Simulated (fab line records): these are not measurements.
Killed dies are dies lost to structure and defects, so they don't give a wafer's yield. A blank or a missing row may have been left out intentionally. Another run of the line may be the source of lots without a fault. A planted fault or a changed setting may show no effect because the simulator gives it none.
Which tool was responsible? :: flow ritCmos :: 7 lots, 21 wafers sampled, at 1 step of a route of 202

== WHAT THE GAUGES READ, wafer by wafer ==
RIT_ACTIVE_CD_MEAS_11: the cd target is 1400 nm.
lot: L790
measured: day 2 02:05
on: cdSem-01
cdNm (nm): 1399.1 1400.5 1399.4

lot: L792
measured: day 2 14:06
on: cdSem-02
cdNm (nm): 1395.3 1396.9 1396.8

lot: L794
measured: day 3 00:23
on: cdSem-01
cdNm (nm): 1401.4 1402.6 1402.6

lot: L795
measured: day 3 07:52
on: cdSem-01
cdNm (nm): 1401.0 1400.6 1400.4

lot: L801
measured: day 4 16:23
on: cdSem-01
cdNm (nm): 1402.2 1400.8 1400.2

lot: L804
measured: day 5 02:39
on: cdSem-01
cdNm (nm): 1403.9 1404.4 1401.7

lot: L811
measured: day 6 11:29
on: cdSem-01
cdNm (nm): 1400.0 1402.4 1401.4

== WHAT TOOL EACH LOT RAN ON (gives the tool, then ch and the chambers of the sampled wafers, and finally the start) ==
The record holds no process step before these readings.

== THE ANSWER, worked out from the rows above alone ==
Rule: usual is defined by the lots themselves. Put in order of their means at a reading, lots are off if they are a third of the lots or fewer, leave a main group of 4 or more, and stand apart from it by a gap of 3 or more times the standard deviation of the main group's means; of several such gaps the widest counts. The tables above print the reading to a certain number of digits; a main group whose means all agree to those digits is not used. Also off: a lot with no number at a reading for which 4 or more lots have one. Any other lot the step has rows for is counted as sound.
No lot is off at any reading shown: from this, nothing can be told.

== WHAT WAS PUT IN BY THE SIMULATOR ==
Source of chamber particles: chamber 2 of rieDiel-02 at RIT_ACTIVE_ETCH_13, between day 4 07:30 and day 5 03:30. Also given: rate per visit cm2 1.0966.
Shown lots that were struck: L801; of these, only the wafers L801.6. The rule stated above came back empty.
